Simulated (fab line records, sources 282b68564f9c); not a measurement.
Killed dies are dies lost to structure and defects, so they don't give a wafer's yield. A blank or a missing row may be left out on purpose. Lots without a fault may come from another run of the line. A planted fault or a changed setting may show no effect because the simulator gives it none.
Which tool did it? | flow rit_cmos | 14 lots, 42 wafers sampled, at 3 steps of a route of 202

WHAT THE GAUGES READ, wafer by wafer
RIT_PWELL_TW_MEAS_10. Usual: PWELL_TW 953, standard deviation 9.5.
lot  | measured    | on            | PWELL_TW       | flag
L503 | day 2 01:21 | film_metro-02 | 945 952 949    |
L504 | day 2 05:07 | film_metro-02 | 945 945 946    |
L505 | day 2 10:04 | film_metro-04 | 962 964 960    |
L507 | day 2 19:00 | film_metro-04 | 966 968 965    |
L509 | day 3 06:34 | film_metro-04 | 961 966 969    |
L510 | day 3 12:30 | film_metro-01 | 950 945 947    |
L511 | day 3 17:47 | film_metro-04 | 967 966 964    |
L512 | day 3 22:39 | film_metro-04 | 963 960 964    |
L513 | day 4 01:37 | film_metro-02 | 941 942 939    |
L516 | day 4 18:49 | film_metro-02 | 1050 1045 1056 | OFF
L518 | day 5 04:41 | film_metro-02 | 1056 1062 1065 | OFF
L519 | day 5 09:21 | film_metro-04 | 953 963 963    |
L525 | day 6 13:01 | film_metro-02 | 950 951 953    |
L526 | day 6 20:49 | film_metro-01 | 943 942 944    |

RIT_WELLDRIVE_RS_MEAS_02: measures by four-point-probe. Usual: PWELL_RS 429.6 ohm/sq, standard deviation 1.4.
lot  | measured    | on            | PWELL_RS (ohm/sq) | flag
L503 | day 2 07:07 | film_metro-04 | 428.6 428.4 429.2 |
L504 | day 2 10:23 | film_metro-01 | 432.8 431.7 429.8 |
L505 | day 2 15:31 | film_metro-01 | 430.6 428.7 430.2 |
L507 | day 3 02:05 | film_metro-02 | 430.3 429.8 428.8 |
L509 | day 3 14:01 | film_metro-02 | 428.9 429.1 428.2 |
L510 | day 3 18:51 | film_metro-04 | 431.3 429.7 430.6 |
L511 | day 3 23:59 | film_metro-02 | 429.7 428.9 429.5 |
L512 | day 4 05:11 | film_metro-04 | 432.0 433.3 432.2 |
L513 | day 4 09:28 | film_metro-02 | 429.3 430.1 429.3 |
L516 | day 5 01:18 | film_metro-02 | 345.6 345.6 346.1 | OFF
L518 | day 5 10:16 | film_metro-04 | 346.1 346.4 347.1 | OFF
L519 | day 5 15:21 | film_metro-01 | 429.5 429.6 430.3 |
L525 | day 6 20:12 | film_metro-02 | 429.9 429.1 430.8 |
L526 | day 7 02:56 | film_metro-01 | 429.0 430.3 430.8 |

WHICH TOOL RAN EACH LOT (tool, then ch and the chambers of the sampled wafers, then the start)
lot  | RIT_PWELL_IMPLANT_08
L503 | implanter-01 ch 0, day 2 01:02
L504 | implanter-01 ch 0, day 2 04:48
L505 | implanter-04 ch 0, day 2 09:47
L507 | implanter-04 ch 0, day 2 18:41
L509 | implanter-04 ch 0, day 3 06:14
L510 | implanter-03 ch 0, day 3 12:11
L511 | implanter-03 ch 0, day 3 17:30
L512 | implanter-01 ch 0, day 3 22:21
L513 | implanter-04 ch 0, day 4 01:18
L516 | implanter-01 ch 0, day 4 18:29
L518 | implanter-01 ch 0, day 5 04:22
L519 | implanter-04 ch 0, day 5 09:01
L525 | implanter-04 ch 0, day 6 12:41
L526 | implanter-03 ch 0, day 6 20:29
- RIT_PWELL_IMPLANT_08

WHAT THE TOOLS THEMSELVES READ (means of the sampled wafers that have a number; where no wafer has one, the mark that the record gives instead)
RIT_PWELL_IMPLANT_08. Usual: beam_energy_keV 170.00, standard deviation 0.06; dose_ions_cm2 6.998e+13, standard deviation 7.9e+10; faraday_current_uA 221, standard deviation 4.8.
lot  | tool         | beam_energy_keV | dose_ions_cm2 | faraday_current_uA | flag
L503 | implanter-01 | 169.92          | 6.984e+13     | 220                |
L504 | implanter-01 | 169.99          | 6.989e+13     | 221                |
L505 | implanter-04 | 169.96          | 6.995e+13     | 217                |
L507 | implanter-04 | 170.06          | 7.003e+13     | 224                |
L509 | implanter-04 | 170.06          | 7.000e+13     | 223                |
L510 | implanter-03 | 170.01          | 6.996e+13     | 221                |
L511 | implanter-03 | 169.87          | 7.002e+13     | 220                |
L512 | implanter-01 | 170.08          | 7.003e+13     | 218                |
L513 | implanter-04 | 170.02          | 7.000e+13     | 221                |
L516 | implanter-01 | 169.96          | 9.948e+13     | 306                | OFF
L518 | implanter-01 | 169.99          | 9.932e+13     | 318                | OFF
L519 | implanter-04 | 169.98          | 7.007e+13     | 214                |
L525 | implanter-04 | 170.04          | 6.999e+13     | 224                |
L526 | implanter-03 | 170.04          | 6.994e+13     | 220                |

THE ANSWER, worked out from the rows above alone
Rule: a lot is off if the mean of its wafers that have a number lies more than 3 standard deviations from the usual mean. A lot without any number at a reading at which 4 lots or more have one is off too. The other lots that the step has rows for count as sound. The gauges are gone through in route order, then the tools' own readings, and for those a lot's mean is taken as printed above. The first step at which some lot is off is used, and at that step the reading that is off furthest; a lot without a number counts as furthest.
Off: L516, L518, at RIT_PWELL_TW_MEAS_10 (PWELL_TW).
A tool fits if, at a process step before that reading, it ran every lot that is off, and no sound lot after the first of them. The gauges at RIT_PWELL_TW_MEAS_10 aren't tried: what is off there is off at RIT_PWELL_IMPLANT_08 too, on other tools, and a gauge's error can't cause that. One fits: implanter-01 at RIT_PWELL_IMPLANT_08. Its last sound lot is L512 (day 3 22:21), its first lot that is off L516 (day 4 18:29): a fault that began between those two fits.
The tool's own readings at RIT_PWELL_IMPLANT_08 bear it out: on the lots that are off they differ by more than 5 times the standard deviation of the sound lots' means. dose_ions_cm2 reads 9.940e+13 there against 6.998e+13 on the sound lots; faraday_current_uA reads 312 there against 220 on the sound lots.

WHAT THE SIMULATOR HAD PUT IN
Process parameter drift: implanter-01, from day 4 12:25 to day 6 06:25, at RIT_PWELL_IMPLANT_08. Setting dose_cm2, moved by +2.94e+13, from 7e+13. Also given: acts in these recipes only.
Lots struck among those shown: L516, L518. The rule above found the same.
